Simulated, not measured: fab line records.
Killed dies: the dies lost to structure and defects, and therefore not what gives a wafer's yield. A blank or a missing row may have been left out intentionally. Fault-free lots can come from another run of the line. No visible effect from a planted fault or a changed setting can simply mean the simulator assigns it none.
Which tool is to blame?	flow rit-cmos	13 lots, 39 wafers sampled, at 2 steps of a route of 202

== WHAT THE GAUGES READ, wafer by wafer ==
Not one reading of a measure or inspect step in the record can be checked against a usual standard deviation.

== EACH LOT AND THE TOOL THAT RAN IT (in order: tool; ch and the chambers of the sampled wafers; start) ==
lot	RIT_NRETRO_EXPOSE_03	RIT_M1_PROBE_99
L847	iline-stepper-01 ch 0, day 2 20:13	-
L848	iline-stepper-02 ch 0, day 3 00:20	-
L849	iline-stepper-02 ch 0, day 3 01:46	-
L850	iline-stepper-02 ch 0, day 3 08:16	-
L851	iline-stepper-02 ch 0, day 3 14:46	-
L853	iline-stepper-01 ch 0, day 4 02:16	prober-01, day 6 07:39
L854	iline-stepper-01 ch 0, day 4 07:08	prober-01, day 6 08:12
L855	iline-stepper-01 ch 0, day 4 10:10	-
L856	iline-stepper-01 ch 0, day 4 15:35	prober-01, day 6 07:57
L857	iline-stepper-01 ch 0, day 4 21:20	-
L858	iline-stepper-01 ch 0, day 5 01:04	-
L859	iline-stepper-02 ch 0, day 5 06:17	-
L868	iline-stepper-01 ch 0, day 7 04:16	-
- RIT_NRETRO_EXPOSE_03: exposes mask M4, target cd 43900 nm.
- RIT_M1_PROBE_99

== WHAT THE TOOLS THEMSELVES READ (means of the sampled wafers that have a number; where no wafer has one, the mark that the record gives instead) ==
RIT_M1_PROBE_99. Usual: killed_at_M0_to_M3 0.0, standard deviation 0.12; killed-at-contacts 0.1, standard deviation 0.25; killed-at-front-end 6.8, standard deviation 2.7; killed-dies 6.8, standard deviation 2.7; killed-open 3.4, standard deviation 1.8; killed-short 3.5, standard deviation 1.7.
lot	tool	killed_at_M0_to_M3	killed-at-contacts	killed-at-front-end	killed-dies	killed-open	killed-short	flag
L853	prober-01	0.0	0.0	5.7	5.7	2.7	3.0	
L854	prober-01	0.0	0.3	7.0	7.3	4.0	3.3	
L856	prober-01	0.0	0.3	4.7	5.0	4.0	1.0	

== THE ANSWER, worked out from the rows above alone ==
Rule: take the mean of a lot's wafers that have a number; if it is more than 3 standard deviations from the usual mean, the lot is off. Also off: a lot with no number at a reading for which 4 or more lots have one. All remaining lots with rows at the step are treated as sound. After the gauges, taken in route order, come the tools' own readings; for these a lot's mean is taken, as printed above. At the first step where some lot is off, the reading lying furthest off is the one used; lots without a number count as furthest.
Across all readings shown, no lot is off: no conclusion can be drawn from this.

== WHAT THE SIMULATOR HAD INSERTED ==
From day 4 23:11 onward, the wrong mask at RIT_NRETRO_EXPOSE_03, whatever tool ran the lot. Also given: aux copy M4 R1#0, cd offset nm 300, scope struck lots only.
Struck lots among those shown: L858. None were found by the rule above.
